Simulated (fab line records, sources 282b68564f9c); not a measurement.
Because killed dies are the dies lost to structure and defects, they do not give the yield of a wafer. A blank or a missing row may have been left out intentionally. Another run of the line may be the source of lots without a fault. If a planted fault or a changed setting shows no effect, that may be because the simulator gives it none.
Struck lot and sound lot, side by side | flow rit_cmos | 18 out of 202 route steps
Sound: the wafers L987.3, L987.5, L987.6. Struck: wafers L990.2, L990.4, L990.6. The cause is named last.
Order at every step that has rows: each side's tool, ch and its chambers, its first start. Under that, the readings that differ: sound wafers | struck wafers | difference of the means | sigmas: that difference in standard deviations of wafers without a fault.
alike: a reading whose means differ by less than 2 such deviations, as well as words and numbers matching on both sides. not compared: withheld readings; readings where some wafer has no value; bounds like >300 that might hide an equal value; numbers whose values overlap and for which the record gives no deviation.
A row with sigmas, a row that says differs or no value, or rows on one side alone: a step with any of these is where the two part. Numbers that don't overlap but have no deviation are shown without sigmas and don't part them. A reading missing from all wafers of one side parts the sides only when that side holds two or more wafers.

RIT_GATE_OVL_MEAS_17:
  sound: overlay-01 at day 3 17:39; struck: overlay-02 at day 4 09:40
  alike: GATE_OVL
then, 1 step without rows for these wafers: RIT_GATE_HARDBAKE_18 (time 60 s).
RIT_GATE_ETCH_19: etches poly-Si in SF6/CHF3/O2, stops on SiO2, time 165 s, target depth 312.5 nm.
  sound on rie_si-02 ch 0,2,3, day 3 17:50; struck on rie_si-01 ch 0,2,3, day 4 09:55
  alike: drypump_motor_current_A, oes_product_au, throttle_valve_pct
  not compared: rf_hours_counter_h
RIT_GATE_STRIP_20: strips in O2, time 180 s.
  sound on plasma_asher-02 ch 0,1, day 3 17:59; struck on plasma_asher-03 ch 0,1, day 4 10:02
  alike: drypump_motor_current_A
  not compared: rf_hours_counter_h
RIT_GATE_CD_MEAS_90 targets a cd of 150 nm.
  sound: cd_sem-02 at day 3 18:09; struck: cd_sem-02 at day 4 10:14
  alike: cd_nm
then, 4 steps without rows for these wafers: RIT_REOX_CLEAN_00 (cleans in SC1, time 600 s); RIT_REOX_CLEAN_01 (cleans in dHF, time 30 s); RIT_REOX_CLEAN_02 (cleans in SC2, time 600 s); RIT_REOX_OXIDATION_03 (target thk 25.2 nm, ox time 5580 s).
RIT_REOX_THK_MEAS_04:
  sound: film_metro-04 at day 3 22:07; struck: film_metro-04 at day 4 13:25
  alike: REOX_OXIDE_THK
then, 2 steps without rows for these wafers: RIT_NLDD_HMDS_00 (prime time 60 s); RIT_NLDD_COAT_01 (resist thk 1000 nm).
RIT_NLDD_SOFTBAKE_02: time 60 s.
  sound on litho_track-04 ch 0, day 3 22:31; struck on litho_track-04 ch 0, day 4 13:48
  reading                                   | sound             | struck            | difference | sigmas
  heater_power_total_W (W)                  | 34.61 34.60 34.56 | 36.80 36.78 36.70 | +2.17      | +43
  plate_temp_C (C)                          | 89.84 89.94 89.94 | 94.06 94.19 94.11 | +4.21      | +38
  model.NOVOLAK_of_NLDD_COAT_01.thk_nm (nm) | 997.1 995.5 997.4 | 984.9 985.3 987   | -10.9      |
then, 2 steps without rows for these wafers: RIT_NLDD_EXPOSE_03 (exposes mask M7, target cd 40700 nm); RIT_NLDD_PEB_04.
RIT_NLDD_DEVELOP_05: develop time 50 s.
  sound on litho_track-02 ch 0; struck on litho_track-02 ch 0
  reading                                   | sound             | struck            | difference | sigmas
  model.NOVOLAK_of_NLDD_COAT_01.thk_nm (nm) | 996.8 995.2 997.1 | 984.6 984.9 986.6 | -11.0      |
RIT_NLDD_OVL_MEAS_06:
  sound: overlay-02 at day 3 23:01; struck: overlay-02 at day 4 14:20
  alike: NLDD_OVL
RIT_M1_PROBE_99:
  sound: prober-02 at day 4 14:58; struck: prober-01 at day 5 06:47
  reading     | sound | struck | difference | sigmas
  killed_open | 1 1 1 | 5 4 8  | +5         | +2
  alike: killed_at_contacts, killed_at_front_end, killed_dies, killed_short

## WHERE THEY PART
First at RIT_NLDD_SOFTBAKE_02; last, within this record, at RIT_M1_PROBE_99.

WHY: the cause the simulator had injected
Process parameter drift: litho_track-04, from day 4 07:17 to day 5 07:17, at RIT_NLDD_SOFTBAKE_02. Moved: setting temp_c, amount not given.
